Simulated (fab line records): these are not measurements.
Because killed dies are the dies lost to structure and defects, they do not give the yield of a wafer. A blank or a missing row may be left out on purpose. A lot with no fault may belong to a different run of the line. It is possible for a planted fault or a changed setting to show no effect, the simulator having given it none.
Which of the tools did it? + flow berkeleyCmos170 + 14 lots with 42 wafers sampled at 6 steps, on a route of 331 steps

== WHAT THE GAUGES READ, wafer by wafer ==
UCB170_FIELD_THK_MEAS_90.
| lot  | measured    | on           | FIELD_OXIDE_LEFT_1_THK (nm) |
|------|-------------|--------------|-----------------------------|
| L341 | day 5 12:20 | filmMetro-02 | 458 460 458                 |
| L342 | day 6 00:52 | filmMetro-03 | 454 455 458                 |
| L343 | day 6 00:53 | filmMetro-02 | 473 463 467                 |
| L345 | day 6 12:02 | filmMetro-03 | 469 467 461                 |
| L346 | day 6 12:02 | filmMetro-02 | 460 457 451                 |
| L349 | day 6 17:24 | filmMetro-03 | 450 456 455                 |
| L350 | day 6 17:25 | filmMetro-02 | 464 465 468                 |
| L347 | day 6 17:28 | filmMetro-02 | 458 458 453                 |
| L348 | day 6 17:28 | filmMetro-03 | 449 454 453                 |
| L352 | day 7 06:51 | filmMetro-03 | 450 468 467                 |
| L358 | day 8 00:24 | filmMetro-04 | 452 449 456                 |
| L355 | day 8 00:25 | filmMetro-03 | 452 448 443                 |
| L361 | day 8 23:02 | filmMetro-02 | 445 442 445                 |
| L362 | day 8 23:02 | filmMetro-03 | 437 439 441                 |

UCB170_GATE_CD_MEAS_90 targets a cd of 350 nm.
| lot  | measured     | on       | cdNm (nm)         |
|------|--------------|----------|-------------------|
| L341 | day 6 20:10  | cdSem-02 | 349.3 348.6 349.1 |
| L342 | day 6 19:56  | cdSem-01 | 349.6 348.5 349.7 |
| L343 | day 7 04:25  | cdSem-01 | 350.0 350.4 346.9 |
| L345 | day 7 14:20  | cdSem-02 | 352.0 352.6 350.7 |
| L346 | day 7 14:09  | cdSem-01 | 350.2 350.4 349.6 |
| L349 | day 7 19:49  | cdSem-02 | 350.0 348.9 351.6 |
| L350 | day 7 20:50  | cdSem-01 | 347.8 347.8 348.3 |
| L347 | day 7 20:08  | cdSem-02 | 348.9 349.2 350.0 |
| L348 | day 7 21:07  | cdSem-01 | 347.7 347.0 349.3 |
| L352 | day 8 09:38  | cdSem-01 | 352.9 352.3 351.9 |
| L358 | day 9 09:03  | cdSem-02 | 350.7 350.1 351.4 |
| L355 | day 9 08:23  | cdSem-02 | 350.7 349.9 351.4 |
| L361 | day 10 04:44 | cdSem-02 | 350.5 349.2 350.4 |
| L362 | day 10 04:52 | cdSem-02 | 354.9 351.8 353.8 |

UCB170_M2_RS_MEAS_02: measures by four-point-probe.
| lot  | measured     | on           | M2_AL_RS (ohm/sq)                         |
|------|--------------|--------------|-------------------------------------------|
| L341 | day 8 05:06  | filmMetro-03 | 0.0329 0.0327 0.0327                      |
| L342 | day 8 04:46  | filmMetro-02 | 0.0329 0.0330 0.0323                      |
| L343 | day 8 14:40  | filmMetro-02 | 0.0329 0.0325 0.0326                      |
| L345 | day 8 21:27  | filmMetro-04 | 0.0327 0.0329 0.0331                      |
| L346 | day 8 22:32  | filmMetro-03 | 0.0327 0.0320 0.0323                      |
| L349 | day 9 07:16  | filmMetro-02 | 0.0329 0.0326 0.0331                      |
| L350 | day 9 06:58  | filmMetro-04 | 0.0327 0.0320 0.0329                      |
| L347 | day 9 07:10  | filmMetro-04 | 0.0319 0.0321 0.0320                      |
| L348 | day 9 07:34  | filmMetro-04 | 0.0222 0.0223 0.0221 0.0223 0.0223 0.0221 |
| L352 | day 9 18:47  | filmMetro-04 | 0.0324 0.0325 0.0323                      |
| L358 | day 10 21:46 | filmMetro-04 | 0.0324 0.0327 0.0321                      |
| L355 | day 10 19:34 | filmMetro-04 | 0.0220 0.0221 0.0219 0.0220 0.0221 0.0219 |
| L361 | day 11 16:24 | filmMetro-04 | 0.0320 0.0320 0.0321                      |
| L362 | day 11 16:40 | filmMetro-02 | 0.0320 0.0318 0.0319                      |

UCB170_M2_THK_MEAS_03: measures by xrf.
| lot  | measured     | on           | M2_AL_THK (nm)                |
|------|--------------|--------------|-------------------------------|
| L341 | day 8 05:13  | filmMetro-03 | 876 879 882                   |
| L342 | day 8 04:53  | filmMetro-02 | 898 892 911                   |
| L343 | day 8 14:46  | filmMetro-02 | 897 909 903                   |
| L345 | day 8 21:34  | filmMetro-04 | 880 865 862                   |
| L346 | day 8 22:39  | filmMetro-03 | 876 891 886                   |
| L349 | day 9 07:23  | filmMetro-02 | 891 895 884                   |
| L350 | day 9 07:05  | filmMetro-04 | 875 894 873                   |
| L347 | day 9 07:16  | filmMetro-04 | 896 892 893                   |
| L348 | day 9 12:32  | filmMetro-04 | 1275 1283 1293 1285 1287 1285 |
| L352 | day 9 18:53  | filmMetro-04 | 882 880 884                   |
| L358 | day 10 21:53 | filmMetro-04 | 887 874 895                   |
| L355 | day 11 00:02 | filmMetro-04 | 1296 1296 1309 1295 1297 1302 |
| L361 | day 11 16:31 | filmMetro-04 | 896 899 899                   |
| L362 | day 11 16:46 | filmMetro-02 | 909 914 915                   |

UCB170_M2_CD_MEAS_15 targets a cd of 700 nm.
| lot  | measured     | on       | cdNm (nm)         |
|------|--------------|----------|-------------------|
| L341 | day 8 07:50  | cdSem-01 | 699.8 699.3 699.7 |
| L342 | day 8 07:05  | cdSem-01 | 700.1 699.9 699.3 |
| L343 | day 8 16:26  | cdSem-02 | 699.0 698.4 699.3 |
| L345 | day 9 00:41  | cdSem-01 | 701.5 701.7 700.7 |
| L346 | day 9 01:07  | cdSem-02 | 698.4 698.9 699.4 |
| L349 | day 9 10:49  | cdSem-02 | 699.5 701.0 699.1 |
| L350 | day 9 10:17  | cdSem-01 | 699.9 700.0 702.7 |
| L347 | day 9 11:07  | cdSem-02 | 700.9 701.2 699.9 |
| L348 | day 9 19:08  | cdSem-02 | 700.8 700.5 700.5 |
| L352 | day 9 20:46  | cdSem-01 | 699.5 700.1 700.4 |
| L358 | day 11 00:26 | cdSem-02 | 697.8 698.2 699.7 |
| L355 | day 11 04:14 | cdSem-01 | 698.3 699.5 699.2 |
| L361 | day 11 18:39 | cdSem-01 | 701.6 702.3 701.4 |
| L362 | day 11 18:57 | cdSem-02 | 699.6 699.0 699.7 |

== TOOL THAT RAN EACH LOT (tool first, then ch and the chambers of the sampled wafers, then the start) ==
| lot  | UCB170_M2_SPUTTER_01        |
|------|-----------------------------|
| L341 | pvdSputter-03, day 8 05:00  |
| L342 | pvdSputter-01, day 8 04:40  |
| L343 | pvdSputter-03, day 8 14:33  |
| L345 | pvdSputter-03, day 8 21:22  |
| L346 | pvdSputter-01, day 8 22:26  |
| L349 | pvdSputter-03, day 9 07:10  |
| L350 | pvdSputter-01, day 9 06:52  |
| L347 | pvdSputter-02, day 9 07:03  |
| L348 | pvdSputter-01, day 9 07:28  |
| L352 | pvdSputter-03, day 9 18:39  |
| L358 | pvdSputter-03, day 10 21:40 |
| L355 | pvdSputter-01, day 10 19:27 |
| L361 | pvdSputter-03, day 11 16:19 |
| L362 | pvdSputter-02, day 11 16:34 |
- UCB170_M2_SPUTTER_01: material Al, target thk 900 nm, time 120 s.

== AS READ BY THE TOOLS THEMSELVES (means over the sampled wafers that have a number; for cases with no such wafer, the mark the record gives instead) ==
UCB170_M2_SPUTTER_01.
| lot  | tool          | throttleValvePct (%) |
|------|---------------|----------------------|
| L341 | pvdSputter-03 | 30.3                 |
| L342 | pvdSputter-01 | 30.7                 |
| L343 | pvdSputter-03 | 29.9                 |
| L345 | pvdSputter-03 | 29.9                 |
| L346 | pvdSputter-01 | 30.8                 |
| L349 | pvdSputter-03 | 29.7                 |
| L350 | pvdSputter-01 | 30.4                 |
| L347 | pvdSputter-02 | 28.6                 |
| L348 | pvdSputter-01 | 30.4                 |
| L352 | pvdSputter-03 | 30.1                 |
| L358 | pvdSputter-03 | 29.9                 |
| L355 | pvdSputter-01 | 31.6                 |
| L361 | pvdSputter-03 | 30.0                 |
| L362 | pvdSputter-02 | 29.6                 |

== THE ANSWER, worked out from the rows above alone ==
Rule: what is usual is taken from the lots themselves. Put in order of their means at a reading, lots are off if they are a third of the lots or fewer, leave a main group of 4 or more, and stand apart from it by a gap of 3 or more times the standard deviation of the main group's means; of several such gaps the widest counts. A main group whose means are all the same, to the digits that the tables above print for the reading, isn't used. A lot without any number at a reading at which 4 lots or more have one is off too. All remaining lots with rows at the step are treated as sound. The gauges are gone through in route order, then the tools' own readings, and for those a lot's mean is taken as printed above. The first step at which some lot is off is used, and at that step the reading that is off furthest; a lot without a number counts as furthest.
Off: L348, L355, at UCB170_M2_RS_MEAS_02 (M2_AL_RS). Main group: mean 0.0325 ohm/sq, sd 0.00033.
A tool fits if, at a process step before that reading, it ran every lot that is off, and no sound lot after the first of them. Gauges at UCB170_M2_RS_MEAS_02: tried the same way as those tools. One candidate fits, namely pvdSputter-01 at UCB170_M2_SPUTTER_01. Its last sound lot is L350 (day 9 06:52), its first lot that is off L348 (day 9 07:28): a fault that began between those two fits.

== WHAT HAD BEEN PUT IN BY THE SIMULATOR ==
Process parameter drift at UCB170_M2_SPUTTER_01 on pvdSputter-01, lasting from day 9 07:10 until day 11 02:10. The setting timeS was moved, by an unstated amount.
Lots struck among those shown: L348, L355. The same result came from the rule above.
